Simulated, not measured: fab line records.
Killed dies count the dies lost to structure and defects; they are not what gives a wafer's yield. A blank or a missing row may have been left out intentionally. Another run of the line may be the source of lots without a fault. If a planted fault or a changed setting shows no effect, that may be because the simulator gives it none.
Comparing a struck lot with a sound one	flow berkeley_cmos170	43 steps out of a route of 331
Sound: these wafers, L596.3, L596.4, L596.5. Struck: wafer L602.6. (L602.2, L602.5 of the same lot were not struck and are left out.) The cause comes at the end.
Each step with rows lists, per side, the tool, then ch with its chambers, then its first start. Under that, the readings that differ: sound wafers	struck wafers	difference of the means	sigmas: that difference in standard deviations of wafers without a fault.
alike: words and numbers the same on both sides, and readings whose means are apart by under 2 such deviations; not compared: readings that were withheld, readings missing a value for some wafer, numbers with overlapping values and no deviation given by the record, and bounds like >300 which may hide the same value.
The two part at a step that has a row with sigmas, a row that says differs or no value, or rows on one side only. Numbers that have no deviation but don't overlap get no sigmas and don't part them. Lack of a reading on every wafer of one side parts them only where that side has two or more wafers.

first, 6 steps without rows for these wafers: UCB170_V1_HMDS_06 (prime time 60 s); UCB170_V1_COAT_07 (resist thk 900 nm); UCB170_V1_SOFTBAKE_08 (time 60 s); UCB170_V1_EXPOSE_09 (exposes mask VIA1, target cd 700 nm); UCB170_V1_PEB_10; UCB170_V1_DEVELOP_11 (develop time 45 s).
UCB170_V1_CD_MEAS_12 targets a cd of 700 nm.
  sound on cd_sem-02 at day 10 23:03; struck on cd_sem-02 at day 12 14:40
  alike: cd_nm
UCB170_V1_OVL_MEAS_13:
  sound on overlay-02 at day 10 23:08; struck on overlay-01 at day 12 14:47
  alike: V1_OVL
UCB170_V1_ETCH_14: etches SiO2 in CHF3/CF4/Ar, stops on Al, target depth 1250 nm, time 291 s.
  sound on rie_diel-04 ch 1,3, day 10 23:10; struck on rie_diel-02 ch 1, day 12 14:49
reading	sound	struck	difference	sigmas
throttle_valve_pct (%)	7.12 6.95 7.11	6.88	-0.18	-2
  alike: cf4_flow_sccm, drypump_motor_current_A, oes_product_au
  not compared: rf_hours_counter_h
then, 1 step without rows for these wafers: UCB170_V1_STRIP_15 (strips in O2).
UCB170_V1_CD_MEAS_90 targets a cd of 700 nm.
  sound on cd_sem-01 at day 10 23:29; struck on cd_sem-02 at day 12 15:07
  alike: cd_nm
then, 1 step without rows for these wafers: UCB170_M2_PRE_CLEAN_00 (preclean etch time 60 s).
UCB170_M2_SPUTTER_01: material Al, target thk 900 nm, time 120 s.
  sound on pvd_sputter-03 at day 10 23:38; struck on pvd_sputter-03 at day 12 15:16
reading	sound	struck	difference	sigmas
model.Al_of_M2_SPUTTER_01.thk_nm (nm)	895.2 905.9 910.6	348.1	-555.8	
  alike: throttle_valve_pct
UCB170_M2_RS_MEAS_02: measurement is done with a four-point probe.
  sound on film_metro-03 at day 10 23:46; struck on film_metro-03 at day 12 15:49
reading	sound	struck	difference	sigmas
M2_AL_RS (ohm/sq)	0.0323 0.0320 0.0318	0.0847	+0.0527	+99 or more
  not compared: hold
UCB170_M2_THK_MEAS_03: measures by xrf.
  sound on film_metro-03 at day 10 23:52; struck on film_metro-03 at day 12 17:53
reading	sound	struck	difference	sigmas
M2_AL_THK (nm)	911 921 927	353	-567	-58
  not compared: hold
then, 2 steps without rows for these wafers: UCB170_M2_COAT_05 (resist thk 900 nm); UCB170_M2_SOFTBAKE_06 (time 60 s).
UCB170_M2_STRIP_07: strips in O2.
  sound on plasma_asher-02 ch 0,1, day 11 00:23; struck on plasma_asher-04 ch 0, day 12 20:35
  alike: drypump_motor_current_A, oes_product_au, strip_time_to_endpoint_s
  not compared: rf_hours_counter_h
then, 7 steps without rows for these wafers: UCB170_M2_STRIP_08 (strips KrF in DMSO, time 600 s); UCB170_M2_COAT_09; UCB170_M2_COAT_10 (resist thk 900 nm); UCB170_M2_SOFTBAKE_11 (time 60 s); UCB170_M2_EXPOSE_12 (exposes mask METAL2, target cd 700 nm); UCB170_M2_PEB_13; UCB170_M2_DEVELOP_14 (develop time 45 s).
UCB170_M2_CD_MEAS_15 targets a cd of 700 nm.
  sound on cd_sem-02 at day 11 01:57; struck on cd_sem-02 at day 12 22:23
  alike: cd_nm
UCB170_M2_OVL_MEAS_16:
  sound on overlay-02 at day 11 02:03; struck on overlay-02 at day 12 22:29
  alike: M2_OVL
UCB170_M2_ETCH_17: etches BARC in N2/H2.
  sound on rie_diel-02 ch 0,2,3, day 11 02:04; struck on rie_diel-02 ch 0, day 12 22:31
  alike: drypump_motor_current_A, n2_flow_sccm, oes_product_au, throttle_valve_pct
UCB170_M2_METAL_ETCH_18: etches Al in Cl2/BCl3, stops on SiO2, target depth 1170 nm, time 195 s.
  sound on rie_metal-02 ch 0,1, day 11 02:10; struck on rie_metal-02 ch 0, day 12 22:34
reading	sound	struck	difference	sigmas
oes_product_au (a.u.)	0.884 0.880 0.888	0.584	-0.300	-27
  alike: drypump_motor_current_A, mfc_cl2_sccm, throttle_valve_pct
  not compared: rf_hours_counter_h
then, 1 step without rows for these wafers: UCB170_M2_STRIP_19 (strips in O2).
UCB170_M2_CD_MEAS_90 targets a cd of 700 nm.
  sound on cd_sem-02 at day 11 02:26; struck on cd_sem-01 at day 12 22:52
  alike: cd_nm
UCB170_V2_CVD_00: deposits SiO2 from TEOS/O2, target thk 2000 nm, time 250 s.
  sound on pecvd-02 ch 0,2, day 11 02:36; struck on pecvd-01 ch 1, day 12 22:58
  alike: heater_power_w
  not compared: since_wet_clean_h
UCB170_V2_THK_MEAS_01:
  sound on film_metro-04 at day 11 02:46; struck on film_metro-03 at day 12 23:08
  alike: V2_TEOS_THK
UCB170_V2_CMP_02: polishes SiO2.
  sound on cmp-01 ch 0,3, day 11 02:52; struck on cmp-02 ch 3, day 13 00:29
  alike: motor_current_A
UCB170_V2_BOW_MEAS_03:
  sound on film_metro-02 at day 11 03:09; struck on film_metro-03 at day 13 00:49
  alike: V2_BOW
UCB170_V2_THK_MEAS_04:
  sound on film_metro-02 at day 11 03:15; struck on film_metro-03 at day 13 00:55
  alike: V2_POLISHED_THK
then, 5 steps without rows for these wafers: UCB170_V2_CLEAN_05 (cleans in DIW); UCB170_V2_HMDS_06 (prime time 60 s); UCB170_V2_COAT_07 (resist thk 900 nm); UCB170_V2_SOFTBAKE_08 (time 60 s); UCB170_V2_EXPOSE_09 (exposes mask VIA2, target cd 700 nm).
UCB170_V2_ETCH_14: etches SiO2 in CHF3/CF4/Ar, stops on Al, target depth 1250 nm, time 291 s.
  sound on rie_diel-01 ch 0,2, day 11 04:38; struck on rie_diel-01 ch 3, day 13 02:10
reading	sound	struck	difference	sigmas
model.Al_of_M2_SPUTTER_01.thk_nm (nm)	895.2 905.7 910.6	348	-556	
  alike: cf4_flow_sccm, drypump_motor_current_A, oes_product_au, throttle_valve_pct
  not compared: rf_hours_counter_h
UCB170_M3_PROBE_99:
  sound on prober-01 at day 11 08:14; struck on prober-02 at day 13 05:26
reading	sound	struck	difference	sigmas
model.etest.antenna_m2.gate_log10_a_cm2	-8.11 -8.13 -8.425	-7.047	+1.175	
model.etest.antenna_m2.vt_shift_v (V)	-0.01402 -0.005304 -0.01396	-0.02936	-0.01827	

## WHERE THEY PART
At UCB170_V1_ETCH_14 first; at UCB170_M2_METAL_ETCH_18 last (within this record only). Later steps at which nothing parts them and some readings are alike: UCB170_M2_CD_MEAS_90, UCB170_V2_CVD_00, UCB170_V2_THK_MEAS_01, UCB170_V2_CMP_02, UCB170_V2_BOW_MEAS_03, UCB170_V2_THK_MEAS_04, UCB170_V2_ETCH_14.

WHY: the cause the simulator had injected
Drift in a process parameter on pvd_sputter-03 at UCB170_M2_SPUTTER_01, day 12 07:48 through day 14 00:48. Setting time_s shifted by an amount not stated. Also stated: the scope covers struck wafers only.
